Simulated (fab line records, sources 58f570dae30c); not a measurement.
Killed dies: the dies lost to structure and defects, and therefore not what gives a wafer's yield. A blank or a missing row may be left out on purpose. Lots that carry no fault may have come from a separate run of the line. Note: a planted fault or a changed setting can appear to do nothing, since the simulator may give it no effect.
Which tool was responsible?	flow berkeley cmos170	44 wafers from 15 lots sampled at 5 of the route's 331 steps

## WHAT THE GAUGES SHOWED, per wafer
UCB170_NVT_TW_MEAS_09.
lot	measured	on	NVT_TW
L113	day 5 20:02	film metro-03	530.8 532.0 530.8
L112	day 5 20:14	film metro-01	523.6 525.0 526.8
L115	day 5 19:50	film metro-02	529.4 526.9 526.4
L114	day 5 20:22	film metro-03	528.9 529.0 529.2
L116	day 6 09:12	film metro-01	525.5 524.8 524.5
L117	day 6 18:19	film metro-01	525.7 523.6 526.9
L119	day 7 03:29	film metro-01	524.0 526.8
L121	day 7 15:44	film metro-03	527.0 524.1 523.4
L123	day 8 03:34	film metro-01	526.9 529.1 527.5
L126	day 8 11:12	film metro-02	527.2 528.1 530.5
L127	day 8 16:03	film metro-02	528.5 528.4 528.4
L128	day 8 16:19	film metro-03	527.7 524.1 528.3
L132	day 9 20:35	film metro-03	523.8 526.7 524.9
L134	day 10 02:18	film metro-01	525.1 522.9 524.0
L135	day 10 10:11	film metro-03	530.1 526.1 526.6

UCB170_NLDD_OVL_MEAS_07.
lot	measured	on	NLDD_OVL (nm)
L113	day 6 11:35	overlay-02	-9 -7 -9
L112	day 6 15:15	overlay-01	-2 -1 0
L115	day 6 10:45	overlay-02	-6 -2 4
L114	day 6 17:20	overlay-02	-1 0 -3
L116	day 7 04:55	overlay-01	-13 -7 -13
L117	day 7 14:58	overlay-01	-5 -1 -3
L119	day 7 18:21	overlay-02	183 180 181 178
L121	day 8 07:44	overlay-02	171 176 180 169 174 183
L123	day 8 23:26	overlay-02	-11 -6 -10
L126	day 9 10:01	overlay-01	172 176 180 175 174 182
L127	day 9 09:09	overlay-01	-3 -5 -5
L128	day 9 10:34	overlay-02	-4 -5 4
L132	day 10 14:09	overlay-01	4 1 2
L134	day 10 22:54	overlay-02	-5 -1 3
L135	day 11 04:14	overlay-02	-13 -14 -9

UCB170_NLDD_TW_MEAS_11.
lot	measured	on	NLDD_TW
L113	day 6 12:01	film metro-04	2208 2199 2198
L112	day 6 15:41	film metro-01	2211 2224 2217
L115	day 6 11:11	film metro-04	2187 2202 2189
L114	day 6 17:47	film metro-04	2206 2196 2199
L116	day 7 05:21	film metro-01	2215 2207 2216
L117	day 7 15:23	film metro-01	2220 2208 2220
L121	day 8 09:28	film metro-04	2188 2189 2189
L123	day 8 23:52	film metro-02	2230 2232 2239
L126	day 9 19:08	film metro-04	2194 2184 2185
L127	day 9 09:35	film metro-04	2187 2182 2194
L128	day 9 11:01	film metro-02	2238 2227 2239
L132	day 10 14:35	film metro-04	2197 2203 2191
L134	day 10 23:20	film metro-04	2192 2207 2201
L135	day 11 04:41	film metro-02	2224 2214 2214

## WHAT TOOL EACH LOT RAN ON (gives the tool, then ch and the chambers of the sampled wafers, and finally the start)
lot	UCB170_PWELL_ETCH_14	UCB170_NLDD_EXPOSE_03
L113	rie diel-04 ch 1,2,3, day 3 08:33	krf scanner-02 ch 0, day 6 10:35
L112	rie diel-03 ch 0,1,2, day 3 08:50	krf scanner-02 ch 0, day 6 14:31
L115	rie diel-03 ch 0,2,3, day 3 11:54	krf scanner-01 ch 0, day 6 09:57
L114	rie diel-03 ch 1,2,3, day 3 12:08	krf scanner-01 ch 0, day 6 15:55
L116	rie diel-04 ch 2,3, day 3 19:05	krf scanner-02 ch 0, day 7 03:45
L117	rie diel-04 ch 0,3, day 4 06:07	krf scanner-02 ch 0, day 7 14:24
L119	rie diel-02 ch 2,3, day 4 17:28	krf scanner-01 ch 0, day 7 17:22
L121	rie diel-02 ch 0,2,3, day 5 04:42	krf scanner-01 ch 0, day 8 07:13
L123	rie diel-03 ch 0,1,2, day 5 18:04	krf scanner-02 ch 0, day 8 22:31
L126	rie diel-03 ch 1,2,3, day 6 02:46	krf scanner-01 ch 0, day 9 09:28
L127	rie diel-04 ch 0,1,3, day 6 09:32	krf scanner-02 ch 0, day 9 08:38
L128	rie diel-02 ch 1,2, day 6 10:03	krf scanner-02 ch 0, day 9 10:04
L132	rie diel-03 ch 0,3, day 7 08:34	krf scanner-02 ch 0, day 10 13:21
L134	rie diel-02 ch 1,2,3, day 7 13:52	krf scanner-02 ch 0, day 10 21:47
L135	rie diel-04 ch 1,2, day 7 20:07	krf scanner-02 ch 0, day 11 03:29
- UCB170_PWELL_ETCH_14: etches Si3N4 in CH3F/Ar/O2, stops on SiO2, target depth 242 nm, time 151 s.
- UCB170_NLDD_EXPOSE_03: exposes mask NSELECT, target cd 1200 nm.

## WHAT THE TOOLS THEMSELVES READ (means of the sampled wafers that have a number; where no wafer has one, the mark that the record gives instead)
UCB170_PWELL_ETCH_14.
lot	tool	drypump motor current A (A)	oes product au (a.u.)	throttle valve pct (%)
L113	rie diel-04	6.3	0.940	8.11
L112	rie diel-03	5.6	0.947	8.01
L115	rie diel-03	5.7	0.932	8.01
L114	rie diel-03	5.5	0.939	8.03
L116	rie diel-04	6.7	0.952	8.20
L117	rie diel-04	6.5	0.937	8.05
L119	rie diel-02	6.5	0.956	8.11
L121	rie diel-02	6.3	0.950	8.12
L123	rie diel-03	5.6	0.942	8.00
L126	rie diel-03	5.5	0.941	8.03
L127	rie diel-04	6.1	0.942	8.05
L128	rie diel-02	6.0	0.942	7.93
L132	rie diel-03	5.6	0.945	7.99
L134	rie diel-02	6.2	0.936	8.02
L135	rie diel-04	5.9	0.944	8.12

UCB170_NLDD_EXPOSE_03.
lot	tool	exposure dose mJ cm2
L113	krf scanner-02	29.983
L112	krf scanner-02	29.982
L115	krf scanner-01	29.980
L114	krf scanner-01	29.955
L116	krf scanner-02	30.030
L117	krf scanner-02	29.949
L119	krf scanner-01	29.978
L121	krf scanner-01	29.974
L123	krf scanner-02	29.982
L126	krf scanner-01	29.982
L127	krf scanner-02	29.996
L128	krf scanner-02	29.968
L132	krf scanner-02	29.988
L134	krf scanner-02	29.983
L135	krf scanner-02	30.010

## THE ANSWER, worked out from the rows above alone
Rule: usual is defined by the lots themselves. Put in order of their means at a reading, lots are off if they are a third of the lots or fewer, leave a main group of 4 or more, and stand apart from it by a gap of 3 or more times the standard deviation of the main group's means; of several such gaps the widest counts. A main group is skipped when, at the precision printed for the reading in the tables above, its means are all equal. Also off: a lot with no number at a reading for which 4 or more lots have one. Where the step has rows for the other lots, those lots are counted as sound. After the gauges, taken in route order, come the tools' own readings; for these a lot's mean is taken, as printed above. The first step at which some lot is off is used, and at that step the reading that is off furthest; a lot without a number counts as furthest.
Off: L119, L121, L126, seen at UCB170_NLDD_OVL_MEAS_07 (NLDD_OVL). The main group: mean -4 nm, standard deviation 4.4.
If a tool, at a process step before that reading, ran all the lots that are off and no sound lot after the first of them, it fits. Gauges at UCB170_NLDD_OVL_MEAS_07: tried the same way as those tools. One candidate fits, namely krf scanner-01 at UCB170_NLDD_EXPOSE_03. A fault onset in the window from L114 (day 6 15:55, its last sound lot) to L119 (day 7 17:22, its first lot off) fits.

## WHAT HAD BEEN PUT IN BY THE SIMULATOR
Scanner matching overlay: krf scanner-01, from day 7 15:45 on, at UCB170_NLDD_EXPOSE_03. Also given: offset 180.
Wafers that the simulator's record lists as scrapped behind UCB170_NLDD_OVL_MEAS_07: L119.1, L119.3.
Shown lots that were struck: L119, L121, L126. The rule above reached the same finding.
